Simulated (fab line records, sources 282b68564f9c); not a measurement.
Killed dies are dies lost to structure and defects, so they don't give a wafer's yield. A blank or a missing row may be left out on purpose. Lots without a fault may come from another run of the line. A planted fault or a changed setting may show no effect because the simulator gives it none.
Which tool did it? | flow rit_cmos | 14 lots, 42 wafers sampled, at 2 steps of a route of 202

WHAT THE GAUGES READ, wafer by wafer
RIT_GATE_THK_MEAS_07. Usual: GATE_OXIDE_THK 3.04 nm, standard deviation 0.07.
lot  | measured    | on            | GATE_OXIDE_THK (nm) | flag
L741 | day 2 21:13 | film_metro-04 | 3.02 2.99 2.96      |
L742 | day 3 01:04 | film_metro-02 | 2.99 3.00 2.94      |
L746 | day 3 17:52 | film_metro-04 | 4.04 3.98 3.92      | OFF
L749 | day 4 10:50 | film_metro-02 | 2.98 3.00 3.06      |
L750 | day 4 13:33 | film_metro-01 | 4.14 4.10 4.16      | OFF
L752 | day 5 01:53 | film_metro-04 | 2.93 2.98 3.00      |
L753 | day 5 03:45 | film_metro-04 | 2.94 3.04 2.95      |
L754 | day 5 07:23 | film_metro-01 | 3.08 3.11 3.11      |
L755 | day 5 15:04 | film_metro-02 | 3.09 3.11 3.09      |
L758 | day 6 07:26 | film_metro-01 | 3.07 3.09 3.08      |
L760 | day 6 18:14 | film_metro-01 | 2.94 3.04 2.88      |
L761 | day 6 21:17 | film_metro-02 | 3.12 3.17 3.13      |
L762 | day 7 00:54 | film_metro-04 | 3.08 3.14 3.05      |
L763 | day 7 07:06 | film_metro-04 | 3.03 3.05 3.08      |

WHICH TOOL RAN EACH LOT (tool, then ch and the chambers of the sampled wafers, then the start)
lot  | RIT_GATE_OXIDATION_05
L741 | furnace-04 ch 0, day 2 16:44
L742 | furnace-01 ch 0, day 2 23:44
L746 | furnace-04 ch 0, day 3 16:33
L749 | furnace-03 ch 0, day 4 09:31
L750 | furnace-04 ch 0, day 4 11:45
L752 | furnace-01 ch 0, day 4 22:36
L753 | furnace-01 ch 0, day 5 02:25
L754 | furnace-01 ch 0, day 5 06:03
L755 | furnace-03 ch 0, day 5 12:35
L758 | furnace-03 ch 0, day 6 05:14
L760 | furnace-03 ch 0, day 6 14:22
L761 | furnace-03 ch 0, day 6 19:33
L762 | furnace-03 ch 0, day 6 23:34
L763 | furnace-04 ch 0, day 7 04:28
- RIT_GATE_OXIDATION_05: target thk 3 nm, ox time 270 s.

WHAT THE TOOLS THEMSELVES READ (means of the sampled wafers that have a number; where no wafer has one, the mark that the record gives instead)
RIT_GATE_OXIDATION_05. Usual: ox_temp_c_max 906.1, standard deviation 1.9; tube_center_temp_C_max 902.3, standard deviation 0.38.
lot  | tool       | ox_temp_c_max | tube_center_temp_C_max | flag
L741 | furnace-04 | 904.8         | 902.3                  |
L742 | furnace-01 | 906.5         | 902.9                  |
L746 | furnace-04 | 904.8         | 902.6                  |
L749 | furnace-03 | 905.3         | 902.6                  |
L750 | furnace-04 | 904.2         | 902.0                  |
L752 | furnace-01 | 908.1         | 902.3                  |
L753 | furnace-01 | 909.7         | 902.0                  |
L754 | furnace-01 | 908.7         | 902.0                  |
L755 | furnace-03 | 905.3         | 902.4                  |
L758 | furnace-03 | 904.1         | 902.3                  |
L760 | furnace-03 | 905.4         | 902.8                  |
L761 | furnace-03 | 905.9         | 902.2                  |
L762 | furnace-03 | 904.3         | 902.3                  |
L763 | furnace-04 | 904.5         | 902.3                  |

THE ANSWER, worked out from the rows above alone
Rule: a lot is off if the mean of its wafers that have a number lies more than 3 standard deviations from the usual mean. A lot without any number at a reading at which 4 lots or more have one is off too. The other lots that the step has rows for count as sound. The gauges are gone through in route order, then the tools' own readings, and for those a lot's mean is taken as printed above. The first step at which some lot is off is used, and at that step the reading that is off furthest; a lot without a number counts as furthest.
Off: L746, L750, at RIT_GATE_THK_MEAS_07 (GATE_OXIDE_THK).
A tool fits if, at a process step before that reading, it ran every lot that is off, and no sound lot after the first of them. The gauges at RIT_GATE_THK_MEAS_07 are tried like those tools. None of those tried fits.

WHAT THE SIMULATOR HAD PUT IN
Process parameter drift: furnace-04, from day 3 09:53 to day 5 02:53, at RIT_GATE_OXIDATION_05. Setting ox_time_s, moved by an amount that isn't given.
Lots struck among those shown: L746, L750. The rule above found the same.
